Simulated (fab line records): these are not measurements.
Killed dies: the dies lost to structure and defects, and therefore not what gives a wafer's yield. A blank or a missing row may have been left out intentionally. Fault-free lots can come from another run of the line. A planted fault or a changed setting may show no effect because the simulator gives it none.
Which tool did it? | flow ritCmos | Sampling: 14 lots, 42 wafers, 6 of 202 route steps

WHAT THE GAUGES READ, wafer by wafer
RIT_GATE_OVL_MEAS_17. Usual: GATE_OVL 0.0 nm, standard deviation 1.3.
lot  | measured    | on         | GATE_OVL (nm)  | flag
L646 | day 2 12:21 | overlay-02 | 4.0 2.4 2.0    | 
L647 | day 2 18:50 | overlay-01 | -1.3 -2.5 -2.1 | 
L648 | day 3 03:10 | overlay-02 | 0.2 -1.1 0.8   | 
L649 | day 3 05:17 | overlay-02 | 0.7 -1.3 -0.6  | 
L650 | day 3 09:17 | overlay-01 | 0.6 -0.9 0.0   | 
L651 | day 3 13:31 | overlay-02 | 0.0 -0.6 0.0   | 
L652 | day 3 19:38 | overlay-01 | -1.7 -2.7 -0.9 | 
L653 | day 4 04:11 | overlay-01 | 0.4 -0.1 0.1   | 
L654 | day 4 06:23 | overlay-01 | -0.4 0.9 0.9   | 
L655 | day 4 09:43 | overlay-02 | 0.5 0.4 2.0    | 
L656 | day 4 15:38 | overlay-02 | 1.1 0.0 1.6    | 
L660 | day 5 13:08 | overlay-02 | -1.7 1.2 -1.9  | 
L661 | day 5 17:59 | overlay-01 | -2.2 -0.5 -0.1 | 
L662 | day 6 01:32 | overlay-01 | -0.4 -1.0 -0.4 | 

RIT_SPACER_THK_MEAS_04. Usual: SPACER_NITRIDE_THK 250.3 nm, standard deviation 2.4.
lot  | measured    | on           | SPACER_NITRIDE_THK (nm) | flag
L646 | day 2 21:37 | filmMetro-01 | 248.7 248.8 248.3       | 
L647 | day 3 04:04 | filmMetro-03 | 250.2 252.6 251.5       | 
L648 | day 3 12:06 | filmMetro-01 | 249.3 247.9 250.3       | 
L649 | day 3 14:28 | filmMetro-01 | 255.6 256.5 254.7       | 
L650 | day 3 18:28 | filmMetro-03 | 252.5 250.2 252.9       | 
L651 | day 3 23:40 | filmMetro-04 | 246.8 249.1 248.4       | 
L652 | day 4 06:00 | filmMetro-04 | 250.9 249.3 251.8       | 
L653 | day 4 14:02 | filmMetro-03 | 246.1 247.6 247.1       | 
L654 | day 4 15:58 | filmMetro-03 | 250.5 249.6 250.4       | 
L655 | day 4 19:17 | filmMetro-04 | 253.5 253.2 253.4       | 
L656 | day 5 00:32 | filmMetro-04 | 249.4 249.0 249.8       | 
L660 | day 5 22:42 | filmMetro-01 | 215.7 215.0 216.6       | OFF
L661 | day 6 03:11 | filmMetro-04 | 254.6 254.8 252.2       | 
L662 | day 6 11:31 | filmMetro-01 | 213.9 214.7 215.0       | OFF

RIT_PSD_OVL_MEAS_06. Usual: PSD_OVL -0.4 nm, standard deviation 1.4.
lot  | measured    | on         | PSD_OVL (nm)   | flag
L646 | day 3 00:14 | overlay-02 | -2.4 1.5 -0.2  | 
L647 | day 3 06:40 | overlay-02 | 1.2 -0.3 -0.2  | 
L648 | day 3 14:47 | overlay-01 | -2.1 -2.3 -2.2 | 
L649 | day 3 17:05 | overlay-02 | -1.2 -0.4 0.3  | 
L650 | day 3 21:17 | overlay-02 | -0.4 0.0 0.1   | 
L651 | day 4 02:16 | overlay-02 | -0.7 1.3 -1.8  | 
L652 | day 4 08:32 | overlay-02 | 0.6 2.4 0.7    | 
L653 | day 4 16:49 | overlay-01 | -2.1 -1.2 -2.7 | 
L654 | day 4 18:26 | overlay-01 | -1.8 0.1 -2.5  | 
L655 | day 4 22:29 | overlay-02 | -1.6 -1.1 -0.5 | 
L656 | day 5 03:13 | overlay-01 | 1.5 2.0 2.9    | 
L660 | day 6 01:29 | overlay-02 | -0.6 -1.7 -1.4 | 
L661 | day 6 05:59 | overlay-01 | -1.8 -0.9 -0.2 | 
L662 | day 6 14:17 | overlay-02 | 0.8 1.3 -0.4   | 

TOOL THAT RAN EACH LOT (tool first, then ch and the chambers of the sampled wafers, then the start)
lot  | RIT_PLDD_STRIP_09                  | RIT_SPACER_CVD_03          | RIT_SPACER_ETCHBACK_05
L646 | plasmaAsher-01 ch 0,1, day 2 18:55 | lpcvd-02 ch 1, day 2 19:43 | rieDiel-01 ch 1,2, day 2 21:41
L647 | plasmaAsher-03 ch 0,1, day 3 01:01 | lpcvd-01 ch 1, day 3 02:08 | rieDiel-01 ch 0,1, day 3 04:07
L648 | plasmaAsher-03 ch 0,1, day 3 09:34 | lpcvd-01 ch 1, day 3 10:11 | rieDiel-04 ch 1,2, day 3 12:10
L649 | plasmaAsher-02 ch 0,1, day 3 11:45 | lpcvd-01 ch 0, day 3 12:34 | rieDiel-01 ch 1,2,3, day 3 14:32
L650 | plasmaAsher-03 ch 0,1, day 3 15:56 | lpcvd-01 ch 0, day 3 16:32 | rieDiel-02 ch 2,3, day 3 18:31
L651 | plasmaAsher-02 ch 0,1, day 3 21:09 | lpcvd-02 ch 0, day 3 21:45 | rieDiel-04 ch 0,1,3, day 3 23:43
L652 | plasmaAsher-03 ch 0,1, day 4 02:05 | lpcvd-01 ch 1, day 4 03:06 | rieDiel-04 ch 1,3, day 4 06:02
L653 | plasmaAsher-02 ch 0,1, day 4 11:18 | lpcvd-01 ch 0, day 4 12:07 | rieDiel-04 ch 0,3, day 4 14:05
L654 | plasmaAsher-03 ch 0,1, day 4 13:04 | lpcvd-01 ch 0, day 4 14:02 | rieDiel-02 ch 0,1,3, day 4 16:01
L655 | plasmaAsher-03 ch 0,1, day 4 16:33 | lpcvd-01 ch 1, day 4 17:22 | rieDiel-01 ch 0,1,3, day 4 19:21
L656 | plasmaAsher-03 ch 0,1, day 4 21:50 | lpcvd-02 ch 1, day 4 22:37 | rieDiel-01 ch 0,1,3, day 5 00:36
L660 | plasmaAsher-03 ch 0,1, day 5 20:00 | lpcvd-02 ch 1, day 5 20:46 | rieDiel-01 ch 1,3, day 5 22:45
L661 | plasmaAsher-03 ch 0,1, day 6 00:40 | lpcvd-01 ch 1, day 6 01:16 | rieDiel-02 ch 0,1,2, day 6 03:14
L662 | plasmaAsher-03 ch 0,1, day 6 08:48 | lpcvd-02 ch 0, day 6 09:36 | rieDiel-04 ch 1,2, day 6 11:35
- RIT_PLDD_STRIP_09: strips in O2, time 180 s.
- RIT_SPACER_CVD_03: deposits Si3N4 from SiH2Cl2/NH3, target thk 250 nm, time 3300 s.
- RIT_SPACER_ETCHBACK_05: etches Si3N4 in SF6/CHF3, stops on SiO2, target depth 250 nm, time 240 s.

AS READ BY THE TOOLS THEMSELVES (means over the sampled wafers that have a number; for cases with no such wafer, the mark the record gives instead)
RIT_PLDD_STRIP_09. Usual: drypumpMotorCurrentA reads 5.8 A (standard deviation 0.67).
lot  | tool           | drypumpMotorCurrentA (A) | flag
L646 | plasmaAsher-01 | 6.4                      | 
L647 | plasmaAsher-03 | 5.3                      | 
L648 | plasmaAsher-03 | 5.8                      | 
L649 | plasmaAsher-02 | 6.3                      | 
L650 | plasmaAsher-03 | 5.8                      | 
L651 | plasmaAsher-02 | 6.4                      | 
L652 | plasmaAsher-03 | 5.3                      | 
L653 | plasmaAsher-02 | 6.3                      | 
L654 | plasmaAsher-03 | 5.8                      | 
L655 | plasmaAsher-03 | 5.3                      | 
L656 | plasmaAsher-03 | 5.8                      | 
L660 | plasmaAsher-03 | 5.8                      | 
L661 | plasmaAsher-03 | 5.8                      | 
L662 | plasmaAsher-03 | 5.3                      | 

RIT_SPACER_CVD_03. Usual: nh3FlowSccm 150.1 sccm, standard deviation 0.49; susceptorTempC 810.0 C, standard deviation 0.39; zonePowerCentrePct 36.3 %, standard deviation 2.9.
lot  | tool     | nh3FlowSccm (sccm) | susceptorTempC (C) | zonePowerCentrePct (%) | flag
L646 | lpcvd-02 | 150.7              | 809.7              | 40.7                   | 
L647 | lpcvd-01 | 149.9              | 810.2              | 33.7                   | 
L648 | lpcvd-01 | 150.4              | 810.5              | 33.9                   | 
L649 | lpcvd-01 | 150.0              | 809.8              | 33.9                   | 
L650 | lpcvd-01 | 149.8              | 810.3              | 33.7                   | 
L651 | lpcvd-02 | 149.5              | 810.3              | 36.2                   | 
L652 | lpcvd-01 | 150.5              | 809.6              | 33.9                   | 
L653 | lpcvd-01 | 149.8              | 810.2              | 33.6                   | 
L654 | lpcvd-01 | 149.6              | 809.6              | 33.7                   | 
L655 | lpcvd-01 | 149.9              | 809.9              | 34.0                   | 
L656 | lpcvd-02 | 149.6              | 810.0              | 40.4                   | 
L660 | lpcvd-02 | 149.9              | 810.1              | 40.7                   | 
L661 | lpcvd-01 | 150.3              | 810.1              | 34.0                   | 
L662 | lpcvd-02 | 150.2              | 810.6              | 35.8                   | 

RIT_SPACER_ETCHBACK_05. Usual: CHF3_flow_sccm 30.01 sccm, standard deviation 0.091; drypumpMotorCurrentA 5.8 A, standard deviation 0.68; oesProductAu 0.840 a.u., standard deviation 0.015; throttleValvePct 10.23 %, standard deviation 0.13.
lot  | tool       | CHF3_flow_sccm (sccm) | drypumpMotorCurrentA (A) | oesProductAu (a.u.) | throttleValvePct (%) | flag
L646 | rieDiel-01 | 29.99                 | 5.7                      | 0.818               | 10.31                | 
L647 | rieDiel-01 | 30.01                 | 6.2                      | 0.841               | 10.20                | 
L648 | rieDiel-04 | 29.98                 | 4.9                      | 0.838               | 10.35                | 
L649 | rieDiel-01 | 30.02                 | 6.1                      | 0.853               | 10.25                | 
L650 | rieDiel-02 | 30.01                 | 6.0                      | 0.845               | 10.29                | 
L651 | rieDiel-04 | 29.98                 | 5.8                      | 0.827               | 10.15                | 
L652 | rieDiel-04 | 30.08                 | 5.3                      | 0.835               | 10.18                | 
L653 | rieDiel-04 | 29.97                 | 6.3                      | 0.821               | 10.11                | 
L654 | rieDiel-02 | 30.01                 | 5.9                      | 0.840               | 10.23                | 
L655 | rieDiel-01 | 29.92                 | 6.1                      | 0.862               | 10.16                | 
L656 | rieDiel-01 | 29.92                 | 6.1                      | 0.850               | 10.16                | 
L660 | rieDiel-01 | 30.09                 | 6.6                      | 0.760               | 10.19                | OFF
L661 | rieDiel-02 | 30.01                 | 5.7                      | 0.851               | 10.26                | 
L662 | rieDiel-04 | 30.01                 | 4.9                      | 0.752               | 10.33                | OFF

THE ANSWER, worked out from the rows above alone
Rule: lot off if the mean of its wafers having a number is beyond 3 standard deviations from the usual mean. Also off: a lot with no number at a reading for which 4 or more lots have one. Any other lot the step has rows for is counted as sound. Order of review: gauges by route order, followed by the tools' own readings, for which a lot's mean as printed above is used. At the first step where some lot is off, the reading lying furthest off is the one used; lots without a number count as furthest.
Off: L660, L662, at RIT_SPACER_THK_MEAS_04 (SPACER_NITRIDE_THK).
If a tool, at a process step before that reading, ran all the lots that are off and no sound lot after the first of them, it fits. Not tried: the gauges at RIT_SPACER_THK_MEAS_04; whatever is off there is also off at RIT_SPACER_ETCHBACK_05, on other tools, and gauge error can't account for it. One fits: RIT_SPACER_CVD_03 on lpcvd-02. Its last sound lot is L656 (day 4 22:37), its first lot that is off L660 (day 5 20:46): a fault that began between those two fits.

WHAT THE SIMULATOR HAD PUT IN
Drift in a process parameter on lpcvd-02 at RIT_SPACER_CVD_03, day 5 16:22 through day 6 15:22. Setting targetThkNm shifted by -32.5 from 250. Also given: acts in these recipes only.
Lots struck among those shown: L660, L662. The rule above reached the same finding.
